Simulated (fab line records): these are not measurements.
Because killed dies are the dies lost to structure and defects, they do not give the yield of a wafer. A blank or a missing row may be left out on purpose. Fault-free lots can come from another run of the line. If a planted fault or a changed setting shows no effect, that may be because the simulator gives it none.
fab line records + flow rit_cmos
record:
- lots: 6
- wafers: 16
- last_day: 7
route steps=202 shown CONTACT@172 M1@184
lots with no fault: from the same line, run without faults
start_h: hours from the record's first day to the start of the lot's first wafer shown + wait_h: how many hours have passed since the lot's step before this one + " unchanged from the row above + L1.1+2: one row covering several wafers at once + - no value, or no start given + * or withheld: withheld + < > ~ a bound
route shown NAME@n: NAME is a module with steps in the file, n the number in the route of the first one + usual: mean/standard deviation of fault-free wafers + same: alike in all rows + chamber/n: place in a boat + sites: the reading at each site + _std_site: standard deviation across them + _edge_site: mean of outer sites minus mean of inner sites + radius_mm: how far each site lies from the wafer's centre + mask NAME#n: copy n + behind: the most recent tool/chamber to have shaped the wafer + hold: what put the lot on hold/how long, in hours/how the hold closed + device: the n, p or np transistor that did not switch + end of line: the tests these same wafers got at the end of their route + for a step that has no rows: nothing shown but its recipe + killed: count of dies lost to structure and defects at first sort (not the wafer's yield) + map: a wafer's dies, marking killed ones x, the rest . and places with no die _
set.NAME: the setting the step ran with; set.NAME@STEP: the setting that earlier step ran with + model.NAME: the simulator's own value behind a step, which no gauge read
lots seen at some steps along the route; tables by step, rows by wafer
services: the hour from which a tool's chamber was out of use, counted from the record's first day as start_h (under 0 if before that day), plus the number of hours and why
== steps ==
step: RIT_CONTACT_SOFTBAKE_04
recipe:
- resist: NOVOLAK
- temp_c: 90
- time_s: 60
step: RIT_CONTACT_EXPOSE_05
recipe:
- mask_id: M11
- na: 0.6
- source_shape: conventional
- sigma_outer: 0.5
- target_cd_nm: 1000
- dose_mj: 250
step: RIT_CONTACT_PEB_06
recipe:
- resist: NOVOLAK
- temp_c: withheld
- time_s: withheld
step: RIT_CONTACT_DEVELOP_07
recipe:
- resist: NOVOLAK
- develop_time_s: 120
- dev_temp_c: 23
step: RIT_CONTACT_CD_MEAS_08
recipe:
- target_cd_nm: 1000
usual:
- cd_nm: 1000.4/2.3
| lot.wafer | tool      | chamber | start_h | wait_h | cd_nm  |
|-----------|-----------|---------|---------|--------|--------|
| L467.2    | cd_sem-01 | -       | 90.04   | -      | 999.7  |
| L467.4    | "         | -       | "       | "      | 999.7  |
| L467.6    | "         | -       | "       | "      | 1001.8 |
| L474.1    | cd_sem-01 | -       | 125.66  | -      | 1000.1 |
| L474.4    | "         | -       | "       | "      | 998.8  |
| L474.6    | "         | -       | "       | "      | 999.3  |
| L477.3    | cd_sem-02 | -       | 138.18  | -      | 1005.1 |
| L477.4    | "         | -       | "       | "      | 1003.7 |
| L477.5    | "         | -       | "       | "      | 1002.1 |
| L478.1    | cd_sem-02 | -       | 146.06  | -      | 1000.1 |
| L478.4    | "         | -       | "       | "      | 1001.2 |
| L478.6    | "         | -       | "       | "      | 1001.7 |
| L479.2    | cd_sem-02 | -       | 147.59  | -      | 1000.8 |
| L484.1    | cd_sem-02 | -       | 172.37  | -      | 1003.4 |
| L484.5    | "         | -       | "       | "      | 1003.2 |
| L484.6    | "         | -       | "       | "      | 1002.5 |
step: RIT_CONTACT_OVL_MEAS_09
usual:
- CONTACT_OVL: 0.2/1.2
| lot.wafer | tool       | chamber | start_h | wait_h | CONTACT_OVL[nm] |
|-----------|------------|---------|---------|--------|-----------------|
| L467.2    | overlay-01 | -       | 90.15   | 0.1    | -0.4            |
| L467.4    | "          | -       | "       | "      | 0.3             |
| L467.6    | "          | -       | "       | "      | 0.9             |
| L474.1    | overlay-01 | -       | 125.78  | 0.1    | 0.2             |
| L474.4    | "          | -       | "       | "      | -0.3            |
| L474.6    | "          | -       | "       | "      | -1.3            |
| L477.3    | overlay-01 | -       | 138.28  | 0.1    | 2.9             |
| L477.4    | "          | -       | "       | "      | -0.2            |
| L477.5    | "          | -       | "       | "      | -0.7            |
| L478.1    | overlay-01 | -       | 146.18  | 0.1    | 1.6             |
| L478.4    | "          | -       | "       | "      | 2.1             |
| L478.6    | "          | -       | "       | "      | 1.4             |
| L479.2    | overlay-01 | -       | 147.70  | 0.1    | -0.1            |
| L484.1    | overlay-01 | -       | 172.49  | 0.1    | 1.4             |
| L484.5    | "          | -       | "       | "      | 2.2             |
| L484.6    | "          | -       | "       | "      | -1.3            |
step: RIT_CONTACT_HARDBAKE_10
recipe:
- resist: NOVOLAK
- temp_c: 140
- time_s: 60
step: RIT_CONTACT_ETCH_11
recipe:
- target_depth_a: 4800
- over_etch_frac: 0.2
- stop_on: TiSi2
- chemistry: CHF3/CF4/Ar
- target: SiO2
- CHF3_flow_sccm: 50
- cf4_flow_sccm: 10
- Ar_flow_sccm: 100
- O2_flow_sccm: 5
- pressure_mtorr: 100
- rf_w: 200
- time_s: 320
usual:
- chamber_pressure_mTorr: 100.01/0.085
- drypump_motor_current_A: 5.9/0.53
- oes_product_au: 0.990/0.016
- throttle_valve_pct: 8.81/0.15
| lot.wafer | tool        | chamber | start_h | wait_h | chamber_pressure_mTorr | drypump_motor_current_A | oes_product_au | rf_hours_counter_h | throttle_valve_pct |
|-----------|-------------|---------|---------|--------|------------------------|-------------------------|----------------|--------------------|--------------------|
| L467.2    | rie_diel-01 | 2       | 90.33   | 0.1    | 100.13                 | 6.4                     | 0.976          | 45                 | 8.68               |
| L467.4    | "           | 0       | "       | "      | 100.07                 | 5.8                     | 0.964          | 45                 | 8.91               |
| L467.6    | "           | 2       | "       | "      | 99.96                  | 6.4                     | 0.984          | -                  | 8.68               |
| L474.1    | rie_diel-03 | 3       | 125.96  | 0.1    | 100.16                 | 6.3                     | 0.994          | 96                 | 9.04               |
| L474.4    | "           | 0       | "       | "      | 100.08                 | 6.7                     | 1.015          | 29                 | 8.72               |
| L474.6    | "           | 0       | "       | "      | 99.95                  | 6.7                     | 1.003          | -                  | 8.70               |
| L477.3    | rie_diel-01 | 2       | 138.45  | 0.1    | 100.10                 | 6.4                     | 0.984          | 46                 | 8.68               |
| L477.4    | "           | 0       | "       | "      | 100.14                 | 5.8                     | 0.973          | 46                 | 8.91               |
| L477.5    | "           | 1       | "       | "      | 99.91                  | 5.4                     | 0.982          | -                  | 8.61               |
| L478.1    | rie_diel-03 | 3       | 146.37  | 0.1    | 99.92                  | 6.3                     | 0.994          | 96                 | 9.03               |
| L478.4    | "           | 1       | "       | "      | 100.10                 | 6.1                     | 0.978          | 5                  | 8.65               |
| L478.6    | "           | 0       | "       | "      | 100.10                 | 6.7                     | 1.002          | -                  | 8.74               |
| L479.2    | rie_diel-01 | 1       | 147.88  | 0.1    | 100.08                 | 5.4                     | 1.000          | 12                 | 8.62               |
| L484.1    | rie_diel-03 | 3       | 172.68  | 0.1    | 99.97                  | 6.3                     | 0.982          | 97                 | 9.03               |
| L484.5    | "           | 1       | "       | "      | 100.12                 | 6.1                     | 0.974          | -                  | 8.66               |
| L484.6    | "           | 0       | "       | "      | 99.80                  | 6.7                     | 1.002          | -                  | 8.73               |
step: RIT_CONTACT_STRIP_12
recipe:
- chemistry: O2
- time_s: 180
- resist: NOVOLAK
- platen_temp_c: withheld
- power_w: 500
- pressure_mtorr: 4000
- o2_flow_sccm: 4000
usual:
- chamber_pressure_mTorr: 4001/3.9
- drypump_motor_current_A: 5.7/0.37
| lot.wafer | tool            | chamber | start_h | wait_h | chamber_pressure_mTorr | drypump_motor_current_A | rf_hours_counter_h |
|-----------|-----------------|---------|---------|--------|------------------------|-------------------------|--------------------|
| L467.2    | plasma_asher-03 | 0       | 90.52   | 0.1    | 3997                   | 5.8                     | 40                 |
| L467.4    | "               | 1       | "       | "      | 4002                   | 5.2                     | -                  |
| L467.6    | "               | 1       | "       | "      | 4000                   | 5.2                     | -                  |
| L474.1    | plasma_asher-02 | 0       | 126.16  | 0.1    | 3993                   | 6.2                     | 34                 |
| L474.4    | "               | 0       | "       | "      | 3999                   | 6.2                     | -                  |
| L474.6    | "               | 0       | "       | "      | 4009                   | 6.2                     | -                  |
| L477.3    | plasma_asher-02 | 1       | 138.70  | 0.2    | 4001                   | 5.7                     | -                  |
| L477.4    | "               | 0       | "       | "      | 3997                   | 6.2                     | -                  |
| L477.5    | "               | 0       | "       | "      | 4004                   | 6.2                     | -                  |
| L478.1    | plasma_asher-02 | 0       | 146.56  | 0.1    | 3998                   | 6.2                     | 37                 |
| L478.4    | "               | 1       | "       | "      | 4000                   | 5.7                     | -                  |
| L478.6    | "               | 1       | "       | "      | 3996                   | 5.7                     | -                  |
| L479.2    | plasma_asher-01 | 0       | 148.07  | 0.1    | 3995                   | 5.2                     | 2                  |
| L484.1    | plasma_asher-02 | 1       | 172.87  | 0.1    | 4007                   | 5.7                     | 39                 |
| L484.5    | "               | 1       | "       | "      | 4003                   | 5.7                     | -                  |
| L484.6    | "               | 0       | "       | "      | 4002                   | 6.2                     | -                  |
step: RIT_CONTACT_CD_MEAS_90
recipe:
- target_cd_nm: 1000
usual:
- cd_nm: 1000.3/2.4
| lot.wafer | tool      | chamber | start_h | wait_h | cd_nm  |
|-----------|-----------|---------|---------|--------|--------|
| L467.2    | cd_sem-02 | -       | 90.72   | 0.1    | 1000.0 |
| L467.4    | "         | -       | "       | "      | 999.7  |
| L467.6    | "         | -       | "       | "      | 1001.5 |
| L474.1    | cd_sem-02 | -       | 126.33  | 0.1    | 1000.2 |
| L474.4    | "         | -       | "       | "      | 998.5  |
| L474.6    | "         | -       | "       | "      | 999.5  |
| L477.3    | cd_sem-02 | -       | 138.86  | 0.1    | 1005.9 |
| L477.4    | "         | -       | "       | "      | 1003.2 |
| L477.5    | "         | -       | "       | "      | 1001.3 |
| L478.1    | cd_sem-01 | -       | 146.74  | 0.1    | 1000.3 |
| L478.4    | "         | -       | "       | "      | 1001.4 |
| L478.6    | "         | -       | "       | "      | 1002.0 |
| L479.2    | cd_sem-01 | -       | 148.27  | 0.1    | 1001.1 |
| L484.1    | cd_sem-02 | -       | 173.05  | 0.1    | 1003.3 |
| L484.5    | "         | -       | "       | "      | 1002.7 |
| L484.6    | "         | -       | "       | "      | 1002.4 |
step: RIT_CONTACT_CLEAN_13
recipe:
- chemistry: SC1
- mix: 3:3:50
- time_s: 600
- temp_c: 75
step: RIT_CONTACT_CLEAN_14
recipe:
- chemistry: SC2
- mix: 3:3:50
- time_s: 600
- temp_c: 75
- dry: n2_spin
step: RIT_M1_SPUTTER_00
recipe:
- material: Al
- target_thk_nm: 400
- power_w: 2000
- chamber_pressure_pa: 0.4
- gas: Ar
- time_s: 500
- substrate_temp_c: 25
usual:
- cathode_dc_power_W: 2000.0/0.32
- chamber_pressure_pa: 0.4002/0.00076
- substrate_temp_c: 25.01/0.11
- throttle_valve_pct: 30.0/1.1
| lot.wafer | tool           | chamber | start_h | wait_h | cathode_dc_power_W | chamber_pressure_pa | substrate_temp_c | throttle_valve_pct | model.Al_of_M1_SPUTTER_00.thk_nm |
|-----------|----------------|---------|---------|--------|--------------------|---------------------|------------------|--------------------|----------------------------------|
| L467.2    | pvd_sputter-01 | -       | 91.17   | 0.0    | 2000.2             | 0.3988              | 24.99            | 30.9               | 405.8                            |
| L467.4    | "              | -       | "       | "      | 1999.5             | 0.4008              | 24.90            | 30.4               | 405.1                            |
| L467.6    | "              | -       | "       | "      | 1999.6             | 0.4011              | 25.01            | 30.4               | 405.2                            |
| L474.1    | pvd_sputter-03 | -       | 126.80  | 0.0    | 2000.0             | 0.4011              | 25.00            | 28.9               | 403                              |
| L474.4    | "              | -       | "       | "      | 2000.0             | 0.4000              | 25.15            | 28.8               | 397.4                            |
| L474.6    | "              | -       | "       | "      | 1999.8             | 0.3993              | 24.89            | 28.5               | 400.9                            |
| L477.3    | pvd_sputter-01 | -       | 139.29  | 0.0    | 2000.5             | 0.4003              | 25.05            | 29.6               | 399.6                            |
| L477.4    | "              | -       | "       | "      | 1959.1             | 0.4005              | 25.05            | 30.4               | 392.4                            |
| L477.5    | "              | -       | "       | "      | 2000.6             | 0.4011              | 25.20            | 29.7               | 399.4                            |
| L478.1    | pvd_sputter-02 | -       | 147.38  | 0.0    | 1999.7             | 0.4001              | 24.96            | 29.3               | 397.3                            |
| L478.4    | "              | -       | "       | "      | 1999.9             | 0.4000              | 24.99            | 31.7               | 395.8                            |
| L478.6    | "              | -       | "       | "      | 1999.5             | 0.4004              | 24.92            | 31.9               | 397.3                            |
| L479.2    | pvd_sputter-01 | -       | 148.72  | 0.0    | 1959.6             | 0.3997              | 25.06            | 30.6               | 388.1                            |
| L484.1    | pvd_sputter-03 | -       | 173.52  | 0.0    | 1999.5             | 0.4012              | 24.84            | 28.8               | 393                              |
| L484.5    | "              | -       | "       | "      | 2000.3             | 0.4007              | 25.14            | 29.2               | 399.7                            |
| L484.6    | "              | -       | "       | "      | 2000.1             | 0.3997              | 24.80            | 28.8               | 394                              |
step: RIT_M1_RS_MEAS_01
recipe:
- thk_meas_gauge: four-point-probe
- reads: Al_of_M1_SPUTTER_00
usual:
- M1_AL_RS: 0.0734/0.00079
| lot.wafer | tool          | chamber | start_h | wait_h | M1_AL_RS[ohm/sq] |
|-----------|---------------|---------|---------|--------|------------------|
| L467.2    | film_metro-04 | -       | 91.48   | 0.2    | 0.0723           |
| L467.4    | "             | -       | "       | "      | 0.0725           |
| L467.6    | "             | -       | "       | "      | 0.0725           |
| L474.1    | film_metro-03 | -       | 127.10  | 0.1    | 0.0730           |
| L474.4    | "             | -       | "       | "      | 0.0741           |
| L474.6    | "             | -       | "       | "      | 0.0733           |
| L477.3    | film_metro-03 | -       | 139.92  | 0.3    | 0.0735           |
| L477.4    | "             | -       | "       | "      | 0.0748           |
| L477.5    | "             | -       | "       | "      | 0.0737           |
| L478.1    | film_metro-02 | -       | 147.68  | 0.1    | 0.0740           |
| L478.4    | "             | -       | "       | "      | 0.0743           |
| L478.6    | "             | -       | "       | "      | 0.0740           |
| L479.2    | film_metro-02 | -       | 149.03  | 0.2    | 0.0759           |
| L484.1    | film_metro-04 | -       | 173.81  | 0.1    | 0.0746           |
| L484.5    | "             | -       | "       | "      | 0.0733           |
| L484.6    | "             | -       | "       | "      | 0.0746           |
step: RIT_M1_THK_MEAS_02
recipe:
- thk_meas_gauge: xrf
- reads: Al_of_M1_SPUTTER_00
usual:
- M1_AL_THK: 397/4.7
| lot.wafer | tool          | chamber | start_h | wait_h | M1_AL_THK[nm] |
|-----------|---------------|---------|---------|--------|---------------|
| L467.2    | film_metro-04 | -       | 91.59   | 0.1    | 401           |
| L467.4    | "             | -       | "       | "      | 398           |
| L467.6    | "             | -       | "       | "      | 401           |
| L474.1    | film_metro-03 | -       | 127.22  | 0.1    | 401           |
| L474.4    | "             | -       | "       | "      | 398           |
| L474.6    | "             | -       | "       | "      | 400           |
| L477.3    | film_metro-03 | -       | 140.02  | 0.1    | 398           |
| L477.4    | "             | -       | "       | "      | 391           |
| L477.5    | "             | -       | "       | "      | 399           |
| L478.1    | film_metro-02 | -       | 147.80  | 0.1    | 397           |
| L478.4    | "             | -       | "       | "      | 392           |
| L478.6    | "             | -       | "       | "      | 393           |
| L479.2    | film_metro-02 | -       | 149.14  | 0.1    | 385           |
| L484.1    | film_metro-04 | -       | 173.93  | 0.1    | 386           |
| L484.5    | "             | -       | "       | "      | 393           |
| L484.6    | "             | -       | "       | "      | 387           |
step: RIT_M1_HMDS_03
recipe:
- prime_time_s: 60
- prime_temp_c: 140
step: RIT_M1_COAT_04
recipe:
- resist: NOVOLAK
- spin_rpm: 2000
- resist_thk_nm: 1300
step: RIT_M1_SOFTBAKE_05
recipe:
- resist: NOVOLAK
- temp_c: 90
- time_s: 60
step: RIT_M1_EXPOSE_06
recipe:
- mask_id: M12
- na: 0.6
- source_shape: conventional
- sigma_outer: 0.5
- target_cd_nm: 2600
- dose_mj: 250
step: RIT_M1_PEB_07
recipe:
- resist: NOVOLAK
- temp_c: withheld
- time_s: withheld
step: RIT_M1_DEVELOP_08
recipe:
- resist: NOVOLAK
- develop_time_s: 68
- dev_temp_c: 23
step: RIT_M1_CD_MEAS_09
recipe:
- target_cd_nm: 2600
usual:
- cd_nm: 2600.4/2.1
| lot.wafer | tool      | chamber | start_h | wait_h | cd_nm  |
|-----------|-----------|---------|---------|--------|--------|
| L467.2    | cd_sem-02 | -       | 92.67   | -      | 2600.4 |
| L467.4    | "         | -       | "       | "      | 2601.1 |
| L467.6    | "         | -       | "       | "      | 2603.4 |
| L474.1    | cd_sem-01 | -       | 128.32  | -      | 2601.7 |
| L474.4    | "         | -       | "       | "      | 2603.2 |
| L474.6    | "         | -       | "       | "      | 2602.9 |
| L477.3    | cd_sem-01 | -       | 140.98  | -      | 2602.3 |
| L477.4    | "         | -       | "       | "      | 2601.2 |
| L477.5    | "         | -       | "       | "      | 2601.2 |
| L478.1    | cd_sem-02 | -       | 148.93  | -      | 2600.2 |
| L478.4    | "         | -       | "       | "      | 2598.5 |
| L478.6    | "         | -       | "       | "      | 2600.6 |
| L479.2    | cd_sem-02 | -       | 150.22  | -      | 2599.2 |
| L484.1    | cd_sem-02 | -       | 174.87  | -      | 2600.4 |
| L484.5    | "         | -       | "       | "      | 2600.2 |
| L484.6    | "         | -       | "       | "      | 2600.6 |
step: RIT_M1_OVL_MEAS_10
usual:
- M1_OVL: 0.9/1.5
| lot.wafer | tool       | chamber | start_h | wait_h | M1_OVL[nm] |
|-----------|------------|---------|---------|--------|------------|
| L467.2    | overlay-02 | -       | 92.77   | 0.1    | 0.2        |
| L467.4    | "          | -       | "       | "      | 1.6        |
| L467.6    | "          | -       | "       | "      | 1.9        |
| L474.1    | overlay-02 | -       | 128.44  | 0.1    | 1.2        |
| L474.4    | "          | -       | "       | "      | 0.7        |
| L474.6    | "          | -       | "       | "      | 1.2        |
| L477.3    | overlay-02 | -       | 141.07  | 0.1    | 0.8        |
| L477.4    | "          | -       | "       | "      | 2.5        |
| L477.5    | "          | -       | "       | "      | -1.2       |
| L478.1    | overlay-01 | -       | 149.05  | 0.1    | 1.6        |
| L478.4    | "          | -       | "       | "      | 2.8        |
| L478.6    | "          | -       | "       | "      | 1.4        |
| L479.2    | overlay-02 | -       | 150.33  | 0.1    | -0.5       |
| L484.1    | overlay-02 | -       | 174.99  | 0.1    | 2.9        |
| L484.5    | "          | -       | "       | "      | 2.5        |
| L484.6    | "          | -       | "       | "      | 3.0        |
step: RIT_M1_HARDBAKE_11
recipe:
- resist: NOVOLAK
- temp_c: 140
- time_s: 120
step: RIT_M1_METAL_ETCH_12
recipe:
- stop_on: SiO2
- chemistry: Cl2/BCl3
- target: Al
- time_s: 165
- over_etch_frac: 0.5
- pressure_mtorr: 100
- target_depth_a: 6000
- rf_w: 250
- Cl2_flow_sccm: 60
- bcl3_flow_sccm: 50
usual:
- chamber_pressure_mTorr: 100.00/0.087
- drypump_motor_current_A: 5.8/0.47
- oes_product_au: 0.781/0.013
- throttle_valve_pct: 8.27/0.12
| lot.wafer | tool         | chamber | start_h | wait_h | chamber_pressure_mTorr | drypump_motor_current_A | oes_product_au | rf_hours_counter_h | throttle_valve_pct | model.etch.depth_nm | model.M1.feature_depth_nm |
|-----------|--------------|---------|---------|--------|------------------------|-------------------------|----------------|--------------------|--------------------|---------------------|---------------------------|
| L467.2    | rie_metal-03 | 1       | 93.05   | 0.2    | 100.07                 | 5.9                     | 0.777          | 1                  | 8.13               | 405.8               | 438.5                     |
| L467.4    | "            | 1       | "       | "      | 100.08                 | 5.9                     | 0.782          | -                  | 8.12               | 405.1               | 437.9                     |
| L467.6    | "            | 0       | "       | "      | 100.03                 | 6.4                     | 0.783          | -                  | 8.25               | 405.2               | 437.4                     |
| L474.1    | rie_metal-02 | 1       | 128.74  | 0.2    | 100.12                 | 5.8                     | 0.785          | 5                  | 8.18               | 403                 | 435                       |
| L474.4    | "            | 1       | "       | "      | 99.93                  | 5.8                     | 0.773          | -                  | 8.20               | 397.4               | 429.4                     |
| L474.6    | "            | 1       | "       | "      | 99.99                  | 5.7                     | 0.776          | -                  | 8.19               | 400.9               | 432.9                     |
| L477.3    | rie_metal-02 | 0       | 141.40  | 0.2    | 100.05                 | 5.1                     | 0.765          | -                  | 8.29               | 399.6               | 432.5                     |
| L477.4    | "            | 1       | "       | "      | 99.99                  | 5.7                     | 0.765          | -                  | 8.20               | 392.4               | 424.2                     |
| L477.5    | "            | 1       | "       | "      | 100.12                 | 5.7                     | 0.780          | -                  | 8.19               | 399.4               | 431.2                     |
| L478.1    | rie_metal-03 | 1       | 149.34  | 0.2    | 99.83                  | 5.9                     | 0.775          | 1                  | 8.11               | 397.3               | 430.1                     |
| L478.4    | "            | 1       | "       | "      | 99.92                  | 5.9                     | 0.770          | -                  | 8.13               | 395.8               | 428.7                     |
| L478.6    | "            | 1       | "       | "      | 100.23                 | 5.9                     | 0.767          | -                  | 8.11               | 397.3               | 430.2                     |
| L479.2    | rie_metal-02 | 1       | 150.61  | 0.2    | 100.10                 | 5.7                     | 0.769          | 5                  | 8.20               | 388.1               | 419.6                     |
| L484.1    | rie_metal-03 | 1       | 175.28  | 0.2    | 99.93                  | 5.8                     | 0.766          | 2                  | 8.12               | 393                 | 425.8                     |
| L484.5    | "            | 0       | "       | "      | 100.12                 | 6.5                     | 0.778          | -                  | 8.27               | 399.7               | 432.4                     |
| L484.6    | "            | 1       | "       | "      | 100.01                 | 5.8                     | 0.765          | -                  | 8.11               | 394                 | 426.8                     |
step: RIT_M1_STRIP_13
recipe:
- chemistry: nmp
- resist: NOVOLAK
- temp_c: 80
- time_s: 600
- dry: n2_spin
step: RIT_M1_PROBE_99
usual:
- killed_at_contacts: 0.0/0.22
- killed_at_front_end: 6.5/2.8
- killed_dies: 6.5/2.8
- killed_open: 3.2/1.8
- killed_short: 3.3/2
same:
- gross_dies: 264
- killed_at_M0_to_M3: 0
- killed_at_M4_up: 0
- killed_at_back_side: 0
- killed_at_other: 0
| lot.wafer | tool      | chamber | start_h | wait_h | killed_at_contacts | killed_at_front_end | killed_dies | killed_open | killed_short | model.etest.m1.rs_ohm_sq |
|-----------|-----------|---------|---------|--------|--------------------|---------------------|-------------|-------------|--------------|--------------------------|
| L467.2    | prober-01 | -       | 95.36   | 0.1    | 0                  | 6                   | 6           | 4           | 2            | 0.07131                  |
| L467.4    | prober-01 | -       | 95.46   | 0.2    | 0                  | 6                   | 6           | 3           | 3            | 0.07116                  |
| L467.6    | prober-01 | -       | 95.56   | 0.2    | 0                  | 4                   | 4           | 2           | 2            | 0.072                    |
| L474.1    | prober-02 | -       | 131.06  | 0.1    | 0                  | 8                   | 8           | 5           | 3            | 0.07249                  |
| L474.4    | prober-02 | -       | 131.21  | 0.2    | 0                  | 10                  | 10          | 6           | 4            | 0.07296                  |
| L474.6    | prober-02 | -       | 131.31  | 0.2    | 0                  | 3                   | 3           | 1           | 2            | 0.07287                  |
| L477.3    | prober-01 | -       | 143.70  | 0.2    | 0                  | 4                   | 4           | 1           | 3            | 0.07247                  |
| L477.4    | prober-01 | -       | 143.75  | 0.2    | 0                  | 5                   | 5           | 2           | 3            | 0.07382                  |
| L477.5    | prober-01 | -       | 143.80  | 0.2    | 1                  | 10                  | 11          | 3           | 8            | 0.07242                  |
| L478.1    | prober-02 | -       | 151.59  | 0.1    | 1                  | 4                   | 5           | 3           | 2            | 0.07297                  |
| L478.4    | prober-02 | -       | 151.74  | 0.2    | 0                  | 5                   | 5           | 3           | 2            | 0.07371                  |
| L478.6    | prober-02 | -       | 151.84  | 0.2    | 0                  | 9                   | 9           | 3           | 6            | 0.07329                  |
| L479.2    | prober-01 | -       | 153.14  | 0.1    | 0                  | 5                   | 5           | 0           | 5            | 0.07455                  |
killed by level:class
L467.2 ACTIVE:geometric_particle:short=1 GATE:geometric_particle:open=1 REOX:geometric_particle:short=1 REOX:geometric_particle:open=1 SPACER:geometric_particle:open=1 SILICIDE:geometric_particle:open=1
L467.4 GATE:geometric_particle:open=2 SPACER:geometric_particle:short=2 FOX1:geometric_particle:short=1 REOX:geometric_particle:open=1
L467.6 GATE:geometric_particle:short=2 REOX:geometric_particle:open=2
L474.1 GATE:geometric_particle:open=2 FOX1:geometric_particle:open=1 FOX2:geometric_particle:open=1 GATE:geometric_particle:short=1 SPACER:geometric_particle:short=1 SILICIDE:geometric_particle:short=1 SILICIDE:geometric_particle:open=1
L474.4 GATE:geometric_particle:open=4 FOX1:geometric_particle:open=2 GATE:geometric_particle:short=2 FOX1:geometric_particle:short=1 SPACER:geometric_particle:short=1
L474.6 GATE:geometric_particle:short=1 GATE:geometric_particle:open=1 SPACER:geometric_particle:short=1
L477.3 GATE:geometric_particle:short=3 FOX2:geometric_particle:open=1
L477.4 SPACER:geometric_particle:short=2 GATE:geometric_particle:open=1 GATE:geometric_particle:short=1 SILICIDE:geometric_particle:open=1
L477.5 GATE:geometric_particle:short=7 GATE:geometric_particle:open=3 CONTACT:geometric_particle:short=1
L478.1 GATE:geometric_particle:open=1 REOX:geometric_particle:open=1 SPACER:geometric_particle:short=1 SILICIDE:geometric_particle:open=1 CONTACT:geometric_particle:short=1
L478.4 GATE:geometric_particle:open=3 GATE:geometric_particle:short=1 SILICIDE:geometric_particle:short=1
L478.6 GATE:geometric_particle:short=4 FOX1:geometric_particle:short=1 FOX1:geometric_particle:open=1 GATE:geometric_particle:open=1 REOX:geometric_particle:open=1 REOX:geometric_particle:short=1
L479.2 SILICIDE:geometric_particle:short=2 FOX1:geometric_particle:short=1 FOX2:geometric_particle:short=1 GATE:geometric_particle:short=1
== services ==
| tool            | chamber | start_h | hours | kind       |
|-----------------|---------|---------|-------|------------|
| rie_diel-01     | -       | 71.71   | 2.8   | pm         |
| plasma_asher-01 | -       | 75.98   | 2.8   | pm         |
| rie_diel-03     | 3       | 84.93   | 2.0   | repair     |
| pvd_sputter-01  | -       | 85.76   | 4.7   | repair     |
| pvd_sputter-02  | -       | 97.25   | 4.3   | repair     |
| plasma_asher-03 | -       | 102.96  | 1.5   | repair     |
| plasma_asher-01 | -       | 108.75  | 9.0   | pm         |
| plasma_asher-01 | 0       | 108.75  | 9.0   | vent_cycle |
| plasma_asher-01 | 1       | 108.75  | 9.0   | vent_cycle |
| plasma_asher-01 | 0       | 117.75  | -     | clean      |
| plasma_asher-01 | 1       | 117.75  | -     | clean      |
| rie_diel-03     | 2       | 118.76  | 4.0   | repair     |
| plasma_asher-02 | -       | 119.58  | 1.3   | repair     |
| plasma_asher-01 | -       | 123.57  | 7.8   | repair     |
| pvd_sputter-01  | -       | 129.02  | 2.0   | repair     |
| rie_diel-01     | 2       | 144.27  | 6.5   | repair     |
| pvd_sputter-02  | -       | 162.20  | 8.2   | repair     |
| plasma_asher-03 | -       | 171.07  | 0.5   | repair     |
== key ==
first_sign:
- step: RIT_M1_SPUTTER_00
- reading: cathode_dc_power_W
- direction: down
- sigmas: 99+
- usual: 2000.0
- struck: 1959.4
effect none on later readings
model_effect:
- step: RIT_M1_SPUTTER_00
- value: Al_of_M1_SPUTTER_00.thk_nm
- without: 398.3
- struck: 390.2
model_effect:
- step: RIT_M1_METAL_ETCH_12
- value: etch.depth_nm
- without: 398.3
- struck: 390.2
model_effect:
- step: RIT_M1_PROBE_99
- value: etest.m1.rs_ohm_sq
- without: 0.07267
- struck: 0.07419
met_at RIT_M1_SPUTTER_00
struck_wafers L477.4,L479.2
tester_left_out L479
onset_between 91.17 139.29
earlier_fault:
- kind: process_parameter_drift
- tool: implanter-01
- chamber: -
- onset_h: 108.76
- steps: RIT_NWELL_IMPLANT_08
- channel: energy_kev
- offset: 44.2
- shape: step
- end_h: 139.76
- acts_in: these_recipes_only
- stated: 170
fault:
- kind: process_parameter_drift
- tool: pvd_sputter-01
- chamber: -
- onset_h: 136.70
- steps: RIT_M1_SPUTTER_00
- channel: power_w
- offset: -40.626
- shape: step
- stated: 2000
- scope: struck_wafers_only
tester_left_out: of these lots the tester's yield and bins aren't shown, on N5 and GAA mostly nor the transistor test; their killed dies are dies lost to structure and defects alone, not to doping, threshold or leakage, so they don't give the yield
